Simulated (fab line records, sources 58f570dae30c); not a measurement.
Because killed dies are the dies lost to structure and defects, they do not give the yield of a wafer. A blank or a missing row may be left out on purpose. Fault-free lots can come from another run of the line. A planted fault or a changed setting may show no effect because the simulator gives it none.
What tool caused it?    flow berkeley_cmos170    39 wafers from 13 lots sampled at 5 of the route's 331 steps

## WHAT EACH GAUGE READ, for each wafer
UCB170_SILICIDE_RS_MEAS_02: uses a four-point probe to measure.
lot   measured      on             SILICIDE_TI_RS (ohm/sq)
L756  day 8 13:14   film_metro-03  26.1 26.2 26.0
L759  day 8 13:38   film_metro-04  26.8 26.2 26.2
L757  day 8 14:08   film_metro-04  25.8 26.3 26.8
L760  day 8 17:10   film_metro-04  26.3 27.1 27.0
L763  day 9 17:14   film_metro-03  26.2 25.9 25.4
L762  day 9 17:59   film_metro-02  25.3 25.3 25.4
L764  day 9 17:15   film_metro-02  26.0 25.7 26.3
L766  day 10 02:50  film_metro-04  25.8 25.9 26.8
L768  day 10 02:59  film_metro-03  25.9 25.6 26.0
L771  day 11 06:40  film_metro-04  26.1 26.3 44.1
L774  day 11 07:31  film_metro-04  26.3 26.0 25.9
L776  day 11 19:08  film_metro-02  26.3 27.1 26.3
L778  day 12 08:28  film_metro-03  26.9 25.8 26.9

UCB170_SILICIDE_THK_MEAS_03: measures by xrf.
lot   measured      on             SILICIDE_TI_THK (nm)
L756  day 8 13:21   film_metro-03  30.0 29.9 30.1
L759  day 8 13:46   film_metro-04  28.9 29.6 29.6
L757  day 8 14:14   film_metro-04  30.0 29.5 29.1
L760  day 8 17:16   film_metro-04  29.5 28.8 28.9
L763  day 9 17:21   film_metro-03  30.0 30.2 30.8
L762  day 9 18:07   film_metro-02  30.4 30.5 30.5
L764  day 9 17:22   film_metro-02  29.7 30.0 29.4
L766  day 10 02:56  film_metro-04  29.9 29.6 29.1
L768  day 10 03:05  film_metro-03  30.5 30.7 30.2
L771  day 11 06:47  film_metro-04  29.7 29.5 19.1
L774  day 11 07:37  film_metro-04  29.7 29.8 30.0
L776  day 11 19:14  film_metro-02  29.3 28.6 29.4
L778  day 12 08:34  film_metro-03  29.4 30.4 29.5

## EACH LOT AND THE TOOL THAT RAN IT (in order: tool; ch and the chambers of the sampled wafers; start)
lot   UCB170_PSD_STRIP_09                   UCB170_SDANNEAL_RTA_00            UCB170_SILICIDE_SPUTTER_01
L756  plasma_asher-04 ch 0,1, day 8 09:22   rtp_anneal-02 ch 0, day 8 12:31   pvd_sputter-03, day 8 13:12
L759  plasma_asher-04 ch 0,1, day 8 09:38   rtp_anneal-01 ch 0, day 8 12:56   pvd_sputter-03, day 8 13:37
L757  plasma_asher-02 ch 0,1, day 8 09:48   rtp_anneal-01 ch 0, day 8 13:25   pvd_sputter-03, day 8 14:05
L760  plasma_asher-02 ch 1, day 8 13:28     rtp_anneal-02 ch 0, day 8 16:27   pvd_sputter-03, day 8 17:07
L763  plasma_asher-02 ch 0,1, day 9 07:21   rtp_anneal-01 ch 0, day 9 16:31   pvd_sputter-02, day 9 17:12
L762  plasma_asher-04 ch 0,1, day 9 07:29   rtp_anneal-01 ch 0, day 9 17:17   pvd_sputter-03, day 9 17:58
L764  plasma_asher-03 ch 1, day 9 07:37     rtp_anneal-02 ch 0, day 9 16:32   pvd_sputter-01, day 9 17:12
L766  plasma_asher-04 ch 0,1, day 9 23:07   rtp_anneal-01 ch 0, day 10 02:07  pvd_sputter-02, day 10 02:47
L768  plasma_asher-02 ch 0,1, day 9 23:23   rtp_anneal-02 ch 0, day 10 02:16  pvd_sputter-01, day 10 02:56
L771  plasma_asher-03 ch 0,1, day 11 02:28  rtp_anneal-02 ch 0, day 11 05:58  pvd_sputter-03, day 11 06:38
L774  plasma_asher-02 ch 0,1, day 11 02:46  rtp_anneal-02 ch 0, day 11 06:48  pvd_sputter-01, day 11 07:27
L776  plasma_asher-04 ch 0,1, day 11 15:23  rtp_anneal-02 ch 0, day 11 18:25  pvd_sputter-02, day 11 19:04
L778  plasma_asher-04 ch 0,1, day 12 03:44  rtp_anneal-02 ch 0, day 12 07:38  pvd_sputter-02, day 12 08:24
- UCB170_PSD_STRIP_09: strips in O2.
- UCB170_SDANNEAL_RTA_00: time 10 s.
- UCB170_SILICIDE_SPUTTER_01: material Ti, target thk 30 nm, time 25 s.

## WHAT THE TOOLS THEMSELVES READ (means of the sampled wafers that have a number; where no wafer has one, the mark that the record gives instead)
UCB170_PSD_STRIP_09.
lot   tool             drypump_motor_current_A (A)  oes_product_au (a.u.)  strip_time_to_endpoint_s (s)
L756  plasma_asher-04  6.1                          0.600                  29.43
L759  plasma_asher-04  6.1                          0.597                  29.34
L757  plasma_asher-02  5.9                          0.604                  29.44
L760  plasma_asher-02  6.1                          0.602                  29.38
L763  plasma_asher-02  5.5                          0.596                  29.36
L762  plasma_asher-04  6.1                          0.594                  29.39
L764  plasma_asher-03  5.2                          0.605                  29.27
L766  plasma_asher-04  6.1                          0.598                  29.25
L768  plasma_asher-02  5.6                          0.602                  29.26
L771  plasma_asher-03  5.4                          0.597                  29.39
L774  plasma_asher-02  5.8                          0.602                  29.40
L776  plasma_asher-04  6.1                          0.596                  29.36
L778  plasma_asher-04  6.0                          0.597                  29.34

UCB170_SDANNEAL_RTA_00.
lot   tool           anneal_temp_c_max  lamp_power_pct (%)  wafer_temp_C_max
L756  rtp_anneal-02  905.1              22.4                903.0
L759  rtp_anneal-01  904.5              27.3                903.1
L757  rtp_anneal-01  904.6              27.2                902.9
L760  rtp_anneal-02  905.6              22.4                902.9
L763  rtp_anneal-01  904.5              27.2                903.9
L762  rtp_anneal-01  904.1              27.2                903.6
L764  rtp_anneal-02  906.8              22.4                903.8
L766  rtp_anneal-01  903.8              27.2                903.3
L768  rtp_anneal-02  905.7              22.4                902.8
L771  rtp_anneal-02  905.0              22.4                903.0
L774  rtp_anneal-02  904.7              22.4                903.5
L776  rtp_anneal-02  904.8              22.4                903.1
L778  rtp_anneal-02  904.8              22.4                903.0

UCB170_SILICIDE_SPUTTER_01.
lot   tool            throttle_valve_pct (%)
L756  pvd_sputter-03  30.5
L759  pvd_sputter-03  30.4
L757  pvd_sputter-03  29.3
L760  pvd_sputter-03  29.9
L763  pvd_sputter-02  30.2
L762  pvd_sputter-03  30.9
L764  pvd_sputter-01  32.2
L766  pvd_sputter-02  31.0
L768  pvd_sputter-01  30.2
L771  pvd_sputter-03  31.0
L774  pvd_sputter-01  29.7
L776  pvd_sputter-02  30.8
L778  pvd_sputter-02  30.5

## THE ANSWER, worked out from the rows above alone
Rule: the usual values come from the lots themselves. The widest of any qualifying gaps counts: lots, ordered by their means at a reading, are off when they make up no more than a third of the lots, leave a main group of 4 or more, and stand apart from it by 3 or more times the standard deviation of that group's means. The tables above print the reading to a certain number of digits; a main group whose means all agree to those digits is not used. A lot without any number at a reading at which 4 lots or more have one is off too. Any other lot the step has rows for is counted as sound. The gauges are gone through in route order, then the tools' own readings, and for those a lot's mean is taken as printed above. The first step at which some lot is off is used, and at that step the reading that is off furthest; a lot without a number counts as furthest.
Off: L771, seen at UCB170_SILICIDE_RS_MEAS_02 (SILICIDE_TI_RS). The main group: mean 26.2 ohm/sq, standard deviation 0.38.
If a tool, at a process step before that reading, ran all the lots that are off and no sound lot after the first of them, it fits. Those tools and the gauges at UCB170_SILICIDE_RS_MEAS_02 are tried in the same way. 2 tools fit, plasma_asher-03 at UCB170_PSD_STRIP_09 and pvd_sputter-03 at UCB170_SILICIDE_SPUTTER_01, so this cannot tell which one it is.

## WHAT THE SIMULATOR HAD INSERTED
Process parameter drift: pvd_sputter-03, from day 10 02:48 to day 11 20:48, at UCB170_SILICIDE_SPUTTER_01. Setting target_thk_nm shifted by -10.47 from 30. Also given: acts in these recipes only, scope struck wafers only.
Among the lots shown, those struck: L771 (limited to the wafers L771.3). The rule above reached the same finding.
